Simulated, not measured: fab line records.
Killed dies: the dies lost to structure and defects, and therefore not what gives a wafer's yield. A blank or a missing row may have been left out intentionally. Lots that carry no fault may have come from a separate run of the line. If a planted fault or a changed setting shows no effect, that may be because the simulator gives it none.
Which tool was responsible? | flow berkeley cmos170 | Sampling: 7 lots, 21 wafers, 2 of 331 route steps

## WHAT THE GAUGES READ, wafer by wafer
UCB170_V2_THK_MEAS_01.
lot  | measured     | on            | V2_TEOS_THK (nm)
L213 | day 7 22:46  | film metro-02 | 2002 1994 2020
L216 | day 8 12:38  | film metro-04 | 1976 1943 2016
L218 | day 9 02:28  | film metro-03 | 2004 2042 2049
L223 | day 10 01:38 | film metro-04 | 2009 2008 2045
L226 | day 10 22:20 | film metro-04 | 2664 2703 2673
L231 | day 12 09:02 | film metro-02 | 2015 1985 2001
L233 | day 12 17:20 | film metro-03 | 1993 2038 2040

## WHICH TOOL RAN EACH LOT (tool, then ch and the chambers of the sampled wafers, then the start)
lot  | UCB170_V2_CVD_00
L213 | pecvd-03 ch 0,1,2, day 7 22:36
L216 | pecvd-03 ch 0,1,2, day 8 12:28
L218 | pecvd-01 ch 0,1, day 9 02:13
L223 | pecvd-02 ch 0,1,2, day 10 01:28
L226 | pecvd-02 ch 1,2, day 10 22:10
L231 | pecvd-03 ch 0,1,2, day 12 08:52
L233 | pecvd-03 ch 0,1,2, day 12 17:10
- UCB170_V2_CVD_00: deposits SiO2 from TEOS/O2, target thk 2000 nm, time 250 s.

## THE ANSWER, worked out from the rows above alone
Rule: what is usual is taken from the lots themselves. Put in order of their means at a reading, lots are off if they are a third of the lots or fewer, leave a main group of 4 or more, and stand apart from it by a gap of 3 or more times the standard deviation of the main group's means; of several such gaps the widest counts. The tables above print the reading to a certain number of digits; a main group whose means all agree to those digits is not used. A lot without any number at a reading at which 4 lots or more have one is off too. All remaining lots with rows at the step are treated as sound.
Off: at UCB170_V2_THK_MEAS_01 (V2_TEOS_THK), L226. For the main group the mean is 2010 nm and the standard deviation 18.
If a tool, at a process step before that reading, ran all the lots that are off and no sound lot after the first of them, it fits. Gauges at UCB170_V2_THK_MEAS_01: tried the same way as those tools. Undecided on this evidence; 2 tools fit (pecvd-02 at UCB170_V2_CVD_00, film metro-04 at UCB170_V2_THK_MEAS_01).

## WHAT THE SIMULATOR HAD PUT IN
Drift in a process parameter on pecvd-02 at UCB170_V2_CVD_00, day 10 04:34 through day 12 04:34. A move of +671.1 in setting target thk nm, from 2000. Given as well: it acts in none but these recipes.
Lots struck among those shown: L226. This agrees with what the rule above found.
